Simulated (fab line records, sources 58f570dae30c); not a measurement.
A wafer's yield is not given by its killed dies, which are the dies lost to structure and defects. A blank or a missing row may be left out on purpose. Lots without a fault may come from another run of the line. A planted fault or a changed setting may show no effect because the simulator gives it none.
A lot that was struck, set against a sound lot ; flow berkeley_cmos170 ; 17 out of 331 route steps
Sound: wafers L849.1, L849.2, L849.3. Wafers struck: L858.1, L858.5, L858.6. Last of all comes the cause.
For every step that has rows: the tool of each side, followed by ch and its chambers, followed by its first start. Under that, the readings that differ: sound wafers ; struck wafers ; difference of the means ; sigmas: that difference in standard deviations of wafers without a fault.
alike: readings with means less than 2 such deviations apart, plus words and numbers identical on both sides. not compared: withheld readings, readings lacking a value on some wafer, bounds such as >300 that could conceal the same value, and numbers that have no deviation in the record and whose values overlap.
The two part at a step that has a row with sigmas, a row that says differs or no value, or rows on one side only. When numbers do not overlap yet have no deviation, they are printed without sigmas and do not part them. Lack of a reading on every wafer of one side parts them only where that side has two or more wafers.

UCB170_ACTIVE_OVL_MEAS_14:
  sound on overlay-02, day 5 19:08; struck on overlay-02, day 8 05:17
  alike: ACTIVE_OVL
UCB170_ACTIVE_ETCH_15: etches Si3N4 in CH3F/Ar/O2, stops on SiO2, target depth 242 nm, time 151 s.
  sound on rie_diel-04 ch 0,2,3, day 5 19:11; struck on rie_diel-03 ch 1,2,3, day 8 05:20
reading;sound;struck;difference;sigmas
rf_fwd_power_W (W);451.5 449.3 449.6;445.7 447.1 448.3;-3.1;-2
  alike: drypump_motor_current_A, oes_product_au, throttle_valve_pct
  not compared: rf_hours_counter_h
UCB170_ACTIVE_STRIP_16: strips in O2.
  sound on plasma_asher-03 ch 0,1, day 5 19:17; struck on plasma_asher-02 ch 0,1, day 8 05:26
  alike: drypump_motor_current_A, oes_product_au, strip_time_to_endpoint_s
  not compared: rf_hours_counter_h
UCB170_ACTIVE_CD_MEAS_90 targets a cd of 1200 nm.
  sound on cd_sem-01, day 5 19:23; struck on cd_sem-01, day 8 05:32
  alike: cd_nm
then, 7 steps without rows for these wafers: UCB170_ACTIVE_CLEAN_17 (cleans in SPM, time 600 s); UCB170_PFIELD_HMDS_00 (prime time 60 s); UCB170_PFIELD_COAT_01 (resist thk 900 nm); UCB170_PFIELD_SOFTBAKE_02 (time 60 s); UCB170_PFIELD_EXPOSE_03 (exposes mask PFIELD, target cd 1500 nm); UCB170_PFIELD_PEB_04; UCB170_PFIELD_DEVELOP_05 (develop time 45 s).
UCB170_PFIELD_OVL_MEAS_06:
  sound on overlay-02, day 5 21:02; struck on overlay-02, day 8 06:52
  alike: PFIELD_OVL
UCB170_PFIELD_IMPLANT_07:
  sound on implanter-01 ch 0, day 5 21:04; struck on implanter-04 ch 0, day 8 06:54
reading;sound;struck;difference;sigmas
implant_ion_amu;11 11 11;49 49 49;+38;
model.implant.rp_nm (nm);262.9 262.9 262.9;60.99 60.99 60.99;-201.91;
model.implant.drp_nm (nm);74.86 74.86 74.86;26.26 26.26 26.26;-48.60;
UCB170_PFIELD_STRIP_08: strips in O2.
  sound on plasma_asher-03 ch 0,1, day 5 21:13; struck on plasma_asher-03 ch 0,1, day 8 07:04
  alike: drypump_motor_current_A, oes_product_au, strip_time_to_endpoint_s
  not compared: rf_hours_counter_h
UCB170_PFIELD_TW_MEAS_09:
  sound on film_metro-01, day 5 21:19; struck on film_metro-04, day 8 07:10
reading;sound;struck;difference;sigmas
PFIELD_TW;610 610 610;1073 1069 1071;+461;+79
then, 2 steps without rows for these wafers: UCB170_FIELD_CLEAN_00 (cleans in dHF, time 7.5 s); UCB170_M3_PROBE_99.

== WHERE THEY PART ==
Earliest at UCB170_ACTIVE_ETCH_15; latest, in this record, at UCB170_PFIELD_TW_MEAS_09.

WHY: what the simulator had put in
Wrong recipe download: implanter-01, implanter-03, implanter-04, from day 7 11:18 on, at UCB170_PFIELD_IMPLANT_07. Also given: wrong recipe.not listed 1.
